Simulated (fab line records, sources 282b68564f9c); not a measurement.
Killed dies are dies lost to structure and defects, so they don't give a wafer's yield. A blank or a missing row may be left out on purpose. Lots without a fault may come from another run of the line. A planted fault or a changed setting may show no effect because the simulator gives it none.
A struck lot beside a sound one | flow rit_cmos | 16 steps out of a route of 202
Sound: wafers L691.1, L691.2, L691.6. Struck: wafers L683.3, L683.5, L683.6. The cause comes at the end.
At each step with rows: each side's tool, then ch and its chambers, then its first start. Under that, the readings that differ: sound wafers | struck wafers | difference of the means | sigmas: that difference in standard deviations of wafers without a fault.
alike: readings whose means differ by less than 2 such deviations, and words and numbers that are the same on both sides. not compared: withheld readings, readings that some wafer has no value for, bounds like >300 that may hide the same value, and numbers for which the record gives no deviation and whose values overlap.
The two part at a step that has a row with sigmas, a row that says differs or no value, or rows on one side only. Numbers that don't overlap but have no deviation are shown without sigmas and don't part them. A reading that every wafer of one side lacks parts them only if that side has two wafers or more.

RIT_ACTIVE_BOW_MEAS_00:
  sound on film_metro-01, day 3 22:00; struck on film_metro-03, day 2 06:02
  alike: INCOMING_BOW
then, 1 step without rows for these wafers: RIT_ACTIVE_OXIDATION_01 (target thk 46.8 nm, ox time 3360 s).
RIT_ACTIVE_THK_MEAS_02:
  sound on film_metro-03, day 4 03:19; struck on film_metro-03, day 2 08:04
  alike: ACTIVE_OXIDE_THK
then, 1 step without rows for these wafers: RIT_ACTIVE_CVD_03 (deposits Si3N4 from SiH2Cl2/NH3, target thk 150 nm, time 1500 s).
RIT_ACTIVE_THK_MEAS_04:
  sound on film_metro-01, day 4 04:47; struck on film_metro-03, day 2 09:33
  alike: ACTIVE_NITRIDE_THK
then, 3 steps without rows for these wafers: RIT_ACTIVE_HMDS_05 (prime time 60 s); RIT_ACTIVE_COAT_06 (resist thk 1000 nm); RIT_ACTIVE_SOFTBAKE_07 (time 60 s).
RIT_ACTIVE_EXPOSE_08: exposes mask M1, target cd 1400 nm.
  sound on iline_stepper-02 ch 0, day 4 05:18; struck on iline_stepper-01 ch 0, day 2 10:05
  reading              | sound                | struck               | difference | sigmas
  exposure_dose_mJ_cm2 | 224.94 225.02 225.16 | 218.97 218.99 219.03 | -6.04      | -22
  alike: mask
then, 2 steps without rows for these wafers: RIT_ACTIVE_PEB_09; RIT_ACTIVE_DEVELOP_10 (develop time 50 s).
RIT_ACTIVE_CD_MEAS_11: target cd 1400 nm.
  sound on cd_sem-02, day 4 05:42; struck on cd_sem-02, day 2 10:29
  alike: cd_nm
then, 1 step without rows for these wafers: RIT_ACTIVE_HARDBAKE_12 (time 60 s).
RIT_ACTIVE_ETCH_13: etches Si3N4 in SF6, stops on SiO2, time 210 s, target depth 210 nm.
  sound on rie_diel-04 ch 0,1,3, day 4 05:58; struck on rie_diel-04 ch 1,2,3, day 2 10:43
  reading                 | sound          | struck         | difference | sigmas
  model.ACTIVE.cd_nm (nm) | 1404 1403 1404 | 1407 1407 1406 | +3         |
  alike: drypump_motor_current_A, oes_product_au, throttle_valve_pct
  not compared: rf_hours_counter_h
RIT_ACTIVE_STRIP_14: strips in O2, time 180 s.
  sound on plasma_asher-02 ch 0,1, day 4 06:06; struck on plasma_asher-03 ch 0,1, day 2 10:54
  alike: drypump_motor_current_A
  not compared: rf_hours_counter_h
RIT_M1_PROBE_99:
  the record has rows for the sound wafers here (prober-01, day 6 02:45) and none for the struck ones

WHERE THEY PART
First at RIT_ACTIVE_EXPOSE_08; last, within this record, at RIT_M1_PROBE_99.

WHY: what the simulator had put in
Process parameter drift: iline_stepper-01, from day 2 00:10 on, at RIT_ACTIVE_EXPOSE_08. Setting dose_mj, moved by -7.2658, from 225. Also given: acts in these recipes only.
